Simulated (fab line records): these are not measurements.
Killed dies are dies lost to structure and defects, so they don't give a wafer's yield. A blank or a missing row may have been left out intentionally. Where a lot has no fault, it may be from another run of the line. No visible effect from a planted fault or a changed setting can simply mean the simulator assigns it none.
8D (eight disciplines) problem report, filled in by code | flow berkeley-cmos170 | the parts of the form that need people (team, actions taken, sign-off) are left out

== 1. WHAT IS WRONG ==
Wafers without a fault read 699.8 nm, standard deviation 1.2; cd-nm at UCB170_CONTACT_CD_MEAS_15 reads a mean of 741.5 nm on 6 wafers belonging to 2 lots. Relative to the usual mean, that is a shift of +35 standard deviations.
The step: target cd 700 nm.
First seen on wafer L902.1, day 11 06:56, on cd-sem-01. Wafers with a number at this step in the record: 42, from 14 lots. The rule behind "out" and "out of limits": a value lying over 4 standard deviations away from the usual mean. The rest of the wafers with a number are treated as sound.

== 2. WHAT IT IS, AND WHAT IT ISN'T ==
question                    | is                     | is not
which readings at this step | cd-nm                  | -
which lots                  | L902, L905             | L889, L891, L893, L894, L898, L900, L904, L906, L909, L910, L911, L912
which wafers of those lots  | all that have a number | -
read on which gauges        | cd-sem-01              | cd-sem-02
when                        | from day 11 06:56      | up to then (18 sound wafers); but 18 sound wafers of L904, L906, L909, L910, L911, L912 came after

== 3. SUSPECTS, AND WHAT RULES EACH OUT ==
Counting: a tool at a process step up to the reading stays a suspect if it ran every lot that is out and no sound lot after the first of them.
- the gauge at UCB170_CONTACT_CD_MEAS_15 is ruled out. All the wafers that are out were read on cd-sem-01, but those of them that UCB170_CONTACT_PEB_13 has rows for are out there too, on other tools.
- litho-track-01 at UCB170_CONTACT_PEB_13: kept. It processed each lot that is out, first L902 at day 11 06:36, and no sound lot thereafter; up to then, the last sound lot it processed was L900 at day 11 02:07. Its own plate-temp-C readings are out on those wafers.
The count leaves litho-track-01 at UCB170_CONTACT_PEB_13.

== 4. THE CAUSE (what the simulator had put in) ==
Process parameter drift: litho-track-01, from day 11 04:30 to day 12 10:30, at UCB170_CONTACT_PEB_13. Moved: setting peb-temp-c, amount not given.
This tool alone remained once counting was done.

== 5. SEQUENCE OF EFFECTS, ordered by route ==
Each row: a reading where the mean over the struck wafers with a number is more than 3 standard deviations away from the usual. Only readings whose record carries a usual standard deviation are examined. hours: median over the lots of the time between each lot's start at the first step of this table that gives one and its start at this step. sigmas: the change, counted in usual standard deviations.
hours | step                      | reading      | usual    | on struck wafers | change | sigmas
0     | UCB170_CONTACT_PEB_13     | plate-temp-C | 130.04 C | 140.73           | +10.69 | +76
0     | UCB170_CONTACT_CD_MEAS_15 | cd-nm        | 699.8 nm | 741.5            | +41.7  | +35
Process steps it contains:
- UCB170_CONTACT_PEB_13
Later steps that measure or inspect, where all struck wafers having a row at the step show a number for every such reading and not one has moved that far: UCB170_M2_OVL_MEAS_16.

== 6. HOW IT WOULD HAVE BEEN CAUGHT EARLIER ==
In this record the first reading out of limits at a measuring or inspecting step was taken at day 11 06:56, 2 hours after the fault began at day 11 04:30.
The tool's own readings at UCB170_CONTACT_PEB_13 were out on every struck wafer that the step has a row for (plate-temp-C): an alarm limit on them would have fired on the first of those.
L905, from the lots that are out (2), started UCB170_CONTACT_PEB_13 on litho-track-01 later than day 11 06:56. Had the tool been put on hold then, it would have been spared.
